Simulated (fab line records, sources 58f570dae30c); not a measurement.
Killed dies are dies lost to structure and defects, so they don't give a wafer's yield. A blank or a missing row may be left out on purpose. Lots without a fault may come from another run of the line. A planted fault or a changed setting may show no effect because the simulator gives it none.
Which tool did it? | flow berkeley_cmos170 | 9 lots, 27 wafers sampled, at 3 steps of a route of 331

WHAT THE GAUGES READ, wafer by wafer
UCB170_PSD_TW_MEAS_10. Usual: PSD_TW 2306, standard deviation 22.
lot  | measured    | on            | PSD_TW         | flag
L730 | day 7 19:03 | film_metro-02 | 2279 2292 2299 |
L729 | day 7 19:10 | film_metro-03 | 2303 2305 2314 |
L731 | day 8 06:30 | film_metro-02 | 2292 2283 2298 |
L733 | day 8 06:46 | film_metro-02 | 2294 2281 2290 |
L732 | day 8 07:01 | film_metro-04 | 2330 2336 2331 |
L736 | day 8 22:19 | film_metro-02 | 2276 2293 2286 |
L735 | day 8 22:31 | film_metro-04 | 2319 2334 2322 |
L734 | day 8 22:36 | film_metro-02 | 2283 2294 2289 |
L737 | day 9 10:09 | film_metro-02 | 2271 2278 2291 |

UCB170_CONTACT_CD_MEAS_15: target cd 700 nm. Usual: cd_nm 700.3 nm, standard deviation 1.5.
lot  | measured     | on        | cd_nm (nm)        | flag
L730 | day 8 03:00  | cd_sem-02 | 698.7 697.5 699.9 |
L729 | day 8 08:35  | cd_sem-02 | 699.2 698.5 699.0 |
L731 | day 8 16:24  | cd_sem-01 | 698.7 699.1 699.5 |
L733 | day 8 16:08  | cd_sem-01 | 699.4 696.9 697.3 |
L732 | day 8 17:41  | cd_sem-01 | 697.1 698.1 699.3 |
L736 | day 9 08:42  | cd_sem-02 | 700.2 699.8 700.5 |
L735 | day 9 08:49  | cd_sem-02 | 701.4 700.9 700.4 |
L734 | day 9 08:36  | cd_sem-02 | 701.5 700.5 700.6 |
L737 | day 10 00:56 | cd_sem-02 | 701.9 700.1 701.8 |

WHICH TOOL RAN EACH LOT (tool, then ch and the chambers of the sampled wafers, then the start)
lot  | UCB170_NSD_STRIP_09
L730 | plasma_asher-04 ch 0,1, day 7 21:11
L729 | plasma_asher-01 ch 0,1, day 7 21:17
L731 | plasma_asher-01 ch 0,1, day 8 09:35
L733 | plasma_asher-04 ch 0,1, day 8 09:00
L732 | plasma_asher-02 ch 0,1, day 8 09:46
L736 | plasma_asher-02 ch 0,1, day 9 00:17
L735 | plasma_asher-02 ch 0,1, day 9 00:34
L734 | plasma_asher-04 ch 0,1, day 9 00:34
L737 | plasma_asher-02 ch 0,1, day 9 15:27
- UCB170_NSD_STRIP_09: strips in O2.

WHAT THE TOOLS THEMSELVES READ (means of the sampled wafers that have a number; where no wafer has one, the mark that the record gives instead)
UCB170_NSD_STRIP_09. Usual: drypump_motor_current_A 5.4 A, standard deviation 0.43; oes_product_au 0.535 a.u., standard deviation 0.0042; strip_time_to_endpoint_s 35.85 s, standard deviation 0.081.
lot  | tool            | drypump_motor_current_A (A) | oes_product_au (a.u.) | strip_time_to_endpoint_s (s) | flag
L730 | plasma_asher-04 | 5.2                         | 0.536                 | 35.87                        |
L729 | plasma_asher-01 | 5.3                         | 0.531                 | 35.86                        |
L731 | plasma_asher-01 | 5.5                         | 0.534                 | 35.88                        |
L733 | plasma_asher-04 | 5.6                         | 0.534                 | 35.83                        |
L732 | plasma_asher-02 | 5.6                         | 0.534                 | 35.81                        |
L736 | plasma_asher-02 | 5.6                         | 0.533                 | 35.82                        |
L735 | plasma_asher-02 | 5.4                         | 0.537                 | 35.85                        |
L734 | plasma_asher-04 | 5.6                         | 0.536                 | 35.85                        |
L737 | plasma_asher-02 | 5.5                         | 0.535                 | 35.82                        |

THE ANSWER, worked out from the rows above alone
Rule: a lot is off if the mean of its wafers that have a number lies more than 3 standard deviations from the usual mean. A lot without any number at a reading at which 4 lots or more have one is off too. The other lots that the step has rows for count as sound. The gauges are gone through in route order, then the tools' own readings, and for those a lot's mean is taken as printed above. The first step at which some lot is off is used, and at that step the reading that is off furthest; a lot without a number counts as furthest.
No lot is off at any reading shown: from this, nothing can be told.

WHAT THE SIMULATOR HAD PUT IN
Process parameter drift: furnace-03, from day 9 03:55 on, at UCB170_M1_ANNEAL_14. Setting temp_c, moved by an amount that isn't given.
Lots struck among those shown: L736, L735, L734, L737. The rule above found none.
